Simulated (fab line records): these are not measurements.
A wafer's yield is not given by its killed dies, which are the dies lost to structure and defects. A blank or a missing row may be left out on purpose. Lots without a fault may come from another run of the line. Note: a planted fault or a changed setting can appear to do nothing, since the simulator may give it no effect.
The tool behind it: which one? || flow berkeleyCmos170 || Sampling: 14 lots, 42 wafers, 4 of 331 route steps

== WHAT EACH GAUGE READ, for each wafer ==
UCB170_NLDD_OVL_MEAS_07. Usual: NLDD_OVL typically reads -1 nm, with standard deviation 4.8.
{"lot": "L979", "measured": "day 5 21:29", "on": "overlay-02", "NLDD_OVL (nm)": "4 0 -5", "flag": ""}
{"lot": "L982", "measured": "day 6 18:44", "on": "overlay-02", "NLDD_OVL (nm)": "3 10 6", "flag": ""}
{"lot": "L983", "measured": "day 6 23:05", "on": "overlay-02", "NLDD_OVL (nm)": "7 0 8", "flag": ""}
{"lot": "L985", "measured": "day 7 09:33", "on": "overlay-02", "NLDD_OVL (nm)": "-2 -1 -11", "flag": ""}
{"lot": "L988", "measured": "day 7 21:17", "on": "overlay-02", "NLDD_OVL (nm)": "3 0 2", "flag": ""}
{"lot": "L989", "measured": "day 8 17:58", "on": "overlay-02", "NLDD_OVL (nm)": "8 6 -1", "flag": ""}
{"lot": "L992", "measured": "day 9 00:40", "on": "overlay-01", "NLDD_OVL (nm)": "-7 -4 -3", "flag": ""}
{"lot": "L997", "measured": "day 10 11:30", "on": "overlay-02", "NLDD_OVL (nm)": "0 -1 -8", "flag": ""}
{"lot": "L998", "measured": "day 10 11:56", "on": "overlay-02", "NLDD_OVL (nm)": "5 1 -1", "flag": ""}
{"lot": "L100", "measured": "day 10 12:12", "on": "overlay-02", "NLDD_OVL (nm)": "-1 -7 -4", "flag": ""}
{"lot": "L102", "measured": "day 11 02:11", "on": "overlay-02", "NLDD_OVL (nm)": "-2 0 -2", "flag": ""}
{"lot": "L101", "measured": "day 11 02:14", "on": "overlay-01", "NLDD_OVL (nm)": "3 5 0", "flag": ""}

UCB170_V1_THK_MEAS_04. Usual: V1_POLISHED_THK typically reads 1000.2 nm, with standard deviation 1.
{"lot": "L979", "measured": "day 6 20:35", "on": "filmMetro-04", "V1_POLISHED_THK (nm)": "1000.5 1001.6 1000.4", "flag": ""}
{"lot": "L982", "measured": "day 7 22:32", "on": "filmMetro-03", "V1_POLISHED_THK (nm)": "1001.9 1000.4 999.2", "flag": ""}
{"lot": "L983", "measured": "day 7 22:34", "on": "filmMetro-01", "V1_POLISHED_THK (nm)": "1000.3 1001.7 1000.6", "flag": ""}
{"lot": "L985", "measured": "day 8 08:36", "on": "filmMetro-01", "V1_POLISHED_THK (nm)": "999.2 999.2 997.9", "flag": ""}
{"lot": "L988", "measured": "day 9 01:04", "on": "filmMetro-04", "V1_POLISHED_THK (nm)": "999.0 999.7 1000.5", "flag": ""}
{"lot": "L989", "measured": "day 9 19:01", "on": "filmMetro-03", "V1_POLISHED_THK (nm)": "1000.0 999.3 999.8", "flag": ""}
{"lot": "L992", "measured": "day 9 23:43", "on": "filmMetro-04", "V1_POLISHED_THK (nm)": "1000.9 1001.7 1000.3", "flag": ""}
{"lot": "L997", "measured": "day 11 12:13", "on": "filmMetro-04", "V1_POLISHED_THK (nm)": "1000.8 1000.7 1001.8", "flag": ""}
{"lot": "L998", "measured": "day 11 15:12", "on": "filmMetro-04", "V1_POLISHED_THK (nm)": "1000.8 1000.0 1000.2", "flag": ""}
{"lot": "L100", "measured": "day 11 15:29", "on": "filmMetro-01", "V1_POLISHED_THK (nm)": "1000.4 999.7 1000.0", "flag": ""}
{"lot": "L102", "measured": "day 12 04:54", "on": "filmMetro-03", "V1_POLISHED_THK (nm)": "999.8 1000.0 1000.0", "flag": ""}
{"lot": "L101", "measured": "day 12 04:53", "on": "filmMetro-01", "V1_POLISHED_THK (nm)": "1000.4 1000.1 1000.1", "flag": ""}

== WHICH TOOL RAN EACH LOT (tool, then ch and the chambers of the sampled wafers, then the start) ==
{"lot": "L979", "UCB170_ZERO_STRIP_07": "plasmaAsher-02 ch 0,1, day 1 16:26", "UCB170_FIELD_WET_ETCH_05": "wetBench-04 ch 1, day 4 08:52"}
{"lot": "L982", "UCB170_ZERO_STRIP_07": "plasmaAsher-02 ch 0,1, day 2 09:53", "UCB170_FIELD_WET_ETCH_05": "wetBench-04 ch 1, day 5 05:39"}
{"lot": "L983", "UCB170_ZERO_STRIP_07": "plasmaAsher-02 ch 0,1, day 2 14:05", "UCB170_FIELD_WET_ETCH_05": "wetBench-04 ch 1, day 5 12:34"}
{"lot": "L985", "UCB170_ZERO_STRIP_07": "plasmaAsher-03 ch 0,1, day 2 23:53", "UCB170_FIELD_WET_ETCH_05": "wetBench-01 ch 1, day 5 16:21"}
{"lot": "L986", "UCB170_ZERO_STRIP_07": "plasmaAsher-04 ch 0,1, day 3 07:43", "UCB170_FIELD_WET_ETCH_05": "wetBench-04 ch 0, day 6 08:07"}
{"lot": "L987", "UCB170_ZERO_STRIP_07": "plasmaAsher-03 ch 0,1, day 3 11:54", "UCB170_FIELD_WET_ETCH_05": "wetBench-04 ch 0, day 6 08:07"}
{"lot": "L988", "UCB170_ZERO_STRIP_07": "plasmaAsher-03 ch 0,1, day 3 16:13", "UCB170_FIELD_WET_ETCH_05": "wetBench-04 ch 3, day 6 08:07"}
{"lot": "L989", "UCB170_ZERO_STRIP_07": "plasmaAsher-02 ch 0,1, day 3 21:53", "UCB170_FIELD_WET_ETCH_05": "wetBench-04 ch 3, day 7 02:19"}
{"lot": "L992", "UCB170_ZERO_STRIP_07": "plasmaAsher-03 ch 0,1, day 4 13:59", "UCB170_FIELD_WET_ETCH_05": "wetBench-04 ch 0, day 7 08:31"}
{"lot": "L997", "UCB170_ZERO_STRIP_07": "plasmaAsher-03 ch 0,1, day 5 11:16", "UCB170_FIELD_WET_ETCH_05": "wetBench-04 ch 0, day 8 18:23"}
{"lot": "L998", "UCB170_ZERO_STRIP_07": "plasmaAsher-03 ch 0,1, day 5 17:46", "UCB170_FIELD_WET_ETCH_05": "wetBench-04 ch 2, day 8 18:23"}
{"lot": "L100", "UCB170_ZERO_STRIP_07": "plasmaAsher-03 ch 0, day 6 05:44", "UCB170_FIELD_WET_ETCH_05": "wetBench-04 ch 0, day 8 18:23"}
{"lot": "L102", "UCB170_ZERO_STRIP_07": "plasmaAsher-03 ch 0,1, day 6 12:04", "UCB170_FIELD_WET_ETCH_05": "wetBench-04 ch 2, day 9 12:40"}
{"lot": "L101", "UCB170_ZERO_STRIP_07": "plasmaAsher-04 ch 0, day 6 12:20", "UCB170_FIELD_WET_ETCH_05": "wetBench-04 ch 0, day 9 12:40"}
- UCB170_ZERO_STRIP_07: strips in O2.
- UCB170_FIELD_WET_ETCH_05: etches Si3N4 in H3PO4, time 12600 s.

== WHAT THE TOOLS THEMSELVES READ (means of the sampled wafers that have a number; where no wafer has one, the mark that the record gives instead) ==
UCB170_ZERO_STRIP_07. Usual: drypumpMotorCurrentA 6.2 A, standard deviation 0.52; oesProductAu 0.727 a.u., standard deviation 0.0045; stripTimeToEndpointS 21.50 s, standard deviation 0.09.
{"lot": "L979", "tool": "plasmaAsher-02", "drypumpMotorCurrentA (A)": 5.9, "oesProductAu (a.u.)": 0.725, "stripTimeToEndpointS (s)": 21.49, "flag": ""}
{"lot": "L982", "tool": "plasmaAsher-02", "drypumpMotorCurrentA (A)": 6.0, "oesProductAu (a.u.)": 0.731, "stripTimeToEndpointS (s)": 21.38, "flag": ""}
{"lot": "L983", "tool": "plasmaAsher-02", "drypumpMotorCurrentA (A)": 6.0, "oesProductAu (a.u.)": 0.726, "stripTimeToEndpointS (s)": 21.41, "flag": ""}
{"lot": "L985", "tool": "plasmaAsher-03", "drypumpMotorCurrentA (A)": 6.6, "oesProductAu (a.u.)": 0.735, "stripTimeToEndpointS (s)": 21.53, "flag": ""}
{"lot": "L986", "tool": "plasmaAsher-04", "drypumpMotorCurrentA (A)": 5.1, "oesProductAu (a.u.)": 0.729, "stripTimeToEndpointS (s)": 21.40, "flag": ""}
{"lot": "L987", "tool": "plasmaAsher-03", "drypumpMotorCurrentA (A)": 6.5, "oesProductAu (a.u.)": 0.729, "stripTimeToEndpointS (s)": 21.52, "flag": ""}
{"lot": "L988", "tool": "plasmaAsher-03", "drypumpMotorCurrentA (A)": 6.5, "oesProductAu (a.u.)": 0.728, "stripTimeToEndpointS (s)": 21.41, "flag": ""}
{"lot": "L989", "tool": "plasmaAsher-02", "drypumpMotorCurrentA (A)": 6.1, "oesProductAu (a.u.)": 0.726, "stripTimeToEndpointS (s)": 21.51, "flag": ""}
{"lot": "L992", "tool": "plasmaAsher-03", "drypumpMotorCurrentA (A)": 6.6, "oesProductAu (a.u.)": 0.726, "stripTimeToEndpointS (s)": 21.52, "flag": ""}
{"lot": "L997", "tool": "plasmaAsher-03", "drypumpMotorCurrentA (A)": 6.4, "oesProductAu (a.u.)": 0.727, "stripTimeToEndpointS (s)": 21.59, "flag": ""}
{"lot": "L998", "tool": "plasmaAsher-03", "drypumpMotorCurrentA (A)": 6.5, "oesProductAu (a.u.)": 0.720, "stripTimeToEndpointS (s)": 21.49, "flag": ""}
{"lot": "L100", "tool": "plasmaAsher-03", "drypumpMotorCurrentA (A)": 6.3, "oesProductAu (a.u.)": 0.724, "stripTimeToEndpointS (s)": 21.67, "flag": ""}
{"lot": "L102", "tool": "plasmaAsher-03", "drypumpMotorCurrentA (A)": 6.6, "oesProductAu (a.u.)": 0.725, "stripTimeToEndpointS (s)": 21.56, "flag": ""}
{"lot": "L101", "tool": "plasmaAsher-04", "drypumpMotorCurrentA (A)": 5.2, "oesProductAu (a.u.)": 0.728, "stripTimeToEndpointS (s)": 21.47, "flag": ""}

UCB170_FIELD_WET_ETCH_05. Usual: bathGuardTempC 159.8 C, standard deviation 0.48; bathHeatDutyPct 27.3 %, standard deviation 2.7.
{"lot": "L979", "tool": "wetBench-04", "bathGuardTempC (C)": 160.1, "bathHeatDutyPct (%)": 31.2, "flag": ""}
{"lot": "L982", "tool": "wetBench-04", "bathGuardTempC (C)": 160.0, "bathHeatDutyPct (%)": 30.2, "flag": ""}
{"lot": "L983", "tool": "wetBench-04", "bathGuardTempC (C)": 160.1, "bathHeatDutyPct (%)": 30.5, "flag": ""}
{"lot": "L985", "tool": "wetBench-01", "bathGuardTempC (C)": 159.7, "bathHeatDutyPct (%)": 30.4, "flag": ""}
{"lot": "L986", "tool": "wetBench-04", "bathGuardTempC (C)": "-", "bathHeatDutyPct (%)": "-", "flag": "OFF"}
{"lot": "L987", "tool": "wetBench-04", "bathGuardTempC (C)": "-", "bathHeatDutyPct (%)": "-", "flag": "OFF"}
{"lot": "L988", "tool": "wetBench-04", "bathGuardTempC (C)": 160.5, "bathHeatDutyPct (%)": 24.2, "flag": ""}
{"lot": "L989", "tool": "wetBench-04", "bathGuardTempC (C)": 160.6, "bathHeatDutyPct (%)": 24.0, "flag": ""}
{"lot": "L992", "tool": "wetBench-04", "bathGuardTempC (C)": 159.5, "bathHeatDutyPct (%)": 29.8, "flag": ""}
{"lot": "L997", "tool": "wetBench-04", "bathGuardTempC (C)": 159.4, "bathHeatDutyPct (%)": 30.3, "flag": ""}
{"lot": "L998", "tool": "wetBench-04", "bathGuardTempC (C)": 159.7, "bathHeatDutyPct (%)": 25.5, "flag": ""}
{"lot": "L100", "tool": "wetBench-04", "bathGuardTempC (C)": 159.4, "bathHeatDutyPct (%)": 29.1, "flag": ""}
{"lot": "L102", "tool": "wetBench-04", "bathGuardTempC (C)": 159.9, "bathHeatDutyPct (%)": 26.3, "flag": ""}
{"lot": "L101", "tool": "wetBench-04", "bathGuardTempC (C)": 159.6, "bathHeatDutyPct (%)": 30.5, "flag": ""}

== THE ANSWER, worked out from the rows above alone ==
Rule: lot off if the mean of its wafers having a number is beyond 3 standard deviations from the usual mean. A lot without any number at a reading at which 4 lots or more have one is off too. All remaining lots with rows at the step are treated as sound. Order of review: gauges by route order, followed by the tools' own readings, for which a lot's mean as printed above is used. At the first step where some lot is off, the reading lying furthest off is the one used; lots without a number count as furthest.
Off: L986, L987, at UCB170_FIELD_WET_ETCH_05 (bathGuardTempC). Without a number there: L986, L987.
A tool fits if, at that step or a process step before it, it ran every lot that is off, and no sound lot after the first of them. No candidate that was tried fits.

== WHAT THE SIMULATOR HAD INSERTED ==
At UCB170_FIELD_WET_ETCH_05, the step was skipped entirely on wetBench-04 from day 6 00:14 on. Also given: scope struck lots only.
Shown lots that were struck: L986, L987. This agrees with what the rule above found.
